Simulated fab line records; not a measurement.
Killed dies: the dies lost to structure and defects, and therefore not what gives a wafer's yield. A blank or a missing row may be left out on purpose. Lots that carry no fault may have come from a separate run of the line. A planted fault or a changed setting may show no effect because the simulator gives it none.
Split-lot trial | flow berkeleyCmos170 | 23 wafers read from 5 lots, route of 331 steps

## ON THE SPLIT
At UCB170_SILICIDE_SPUTTER_01 (material Ti, target thk 30 nm, time 25 s), the setting timeS was moved away from the recipe's 25 s on 10 of the 23 wafers read, by -12.9% to +9.5%. The other wafers ran this setting at the recipe's value.

## FROM THE SPLIT ON TO THE READING: in between, the file shows 1 step
- UCB170_SILICIDE_RS_MEAS_02: measures by four-point-probe

## THE READING
SILICIDE_TI_THK, in nm, at UCB170_SILICIDE_THK_MEAS_03 (measures by xrf). Typical for fault-free wafers on this fab line: 30.1 nm, with standard deviation 0.31 nm.

wafer  | tool, chamber at the split | timeS as run, s | against the recipe | SILICIDE_TI_THK, nm | against lot-mates on the recipe
L074.1 | pvdSputter-02, -           | 25              | recipe             | 30.3                | -
L074.2 | pvdSputter-02, -           | 22.6            | -9.6%              | 27.6                | -2.8
L074.3 | pvdSputter-02, -           | 22.6            | -9.6%              | 27.4                | -3.0
L074.4 | pvdSputter-02, -           | 25              | recipe             | 30.5                | -
L074.5 | pvdSputter-02, -           | 22.6            | -9.6%              | 27.4                | -3.0
L076.1 | pvdSputter-01, -           | 21.77           | -12.9%             | 26.0                | -4.1
L076.2 | pvdSputter-01, -           | 21.77           | -12.9%             | 26.1                | -3.9
L076.3 | pvdSputter-01, -           | 25              | recipe             | 30.0                | -
L076.5 | pvdSputter-01, -           | 21.77           | -12.9%             | 25.8                | -4.2
L076.6 | pvdSputter-01, -           | 25              | recipe             | 30.1                | -
L078.1 | pvdSputter-01, -           | 25              | recipe             | 30.3                | -
L078.2 | pvdSputter-01, -           | 27.37           | +9.5%              | 32.5                | +2.4
L078.3 | pvdSputter-01, -           | 25              | recipe             | 30.0                | -
L078.4 | pvdSputter-01, -           | 25              | recipe             | 30.1                | -
L078.5 | pvdSputter-01, -           | 27.37           | +9.5%              | 32.7                | +2.6
L079.1 | pvdSputter-03, -           | 25              | recipe             | 30.2                | -
L079.2 | pvdSputter-03, -           | 26.93           | +7.7%              | 32.8                | +2.5
L079.3 | pvdSputter-03, -           | 26.93           | +7.7%              | 32.9                | +2.6
L079.4 | pvdSputter-03, -           | 25              | recipe             | 30.5                | -
L079.5 | pvdSputter-03, -           | 25              | recipe             | 30.2                | -
L082.2 | pvdSputter-02, -           | 25              | recipe             | 30.3                | -
L082.3 | pvdSputter-02, -           | 25              | recipe             | 30.1                | -
L082.5 | pvdSputter-02, -           | 25              | recipe             | 30.3                | -

FIT RESULTS
A straight line over all 23 wafers: SILICIDE_TI_THK changes by +0.305 nm for each +1% of timeS; r = +0.99; the points scatter about the line by 0.26 nm.
The same after taking each lot's own level away (the mean of its wafers on the recipe; 23 wafers): +0.304 nm for each +1%; r = +1.00; scatter 0.19 nm.
That fit puts the effect of the largest move of timeS on the reading at 3.9 nm.
From 30.05 to 30.40 nm: that is the span of the lots' own levels, equal to 1.1 times the standard deviation above.
Consequently the slope shifts little with the lot-to-lot level, the two slopes agreeing.
Check: with one of the wafers moved furthest among these (-12.9%) left out of the fit, the line predicts -3.96 nm for it against its lot-mates. Against them it came out at -4.05 nm.

## THESE WAFERS: OTHER SPLITS
Note: prior to the reading, these wafers also went through further splits. Each is held against what the fit with the lots' levels taken away leaves over:
other split on the same wafers | wafers away from the commonest value | r with SILICIDE_TI_THK (lot level and that fit taken away)
UCB170_SDANNEAL_RTA_00 timeS   | 9                                    | -0.12

## THE WHOLE CHAIN: every reading that the file lists as answering this split, in the file's order
step                        | what it does                             | reading                                                                          | change (the file's fit)               | r (the file's)
UCB170_SILICIDE_SPUTTER_01  | material Ti, target thk 30 nm, time 25 s | Ti_of_SILICIDE_SPUTTER_01.thkNm (the simulator's own value, which no gauge read) | +0.301 nm for each +1% of the setting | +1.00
UCB170_SILICIDE_RS_MEAS_02  | measures by four-point-probe             | SILICIDE_TI_RS                                                                   | -0.326 for each +1% of the setting    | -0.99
UCB170_SILICIDE_THK_MEAS_03 | measures by xrf                          | SILICIDE_TI_THK                                                                  | +0.302 for each +1% of the setting    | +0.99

## FILE'S OWN FIT
SILICIDE_TI_THK changes by +0.302 nm for each +1% of timeS, r = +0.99.
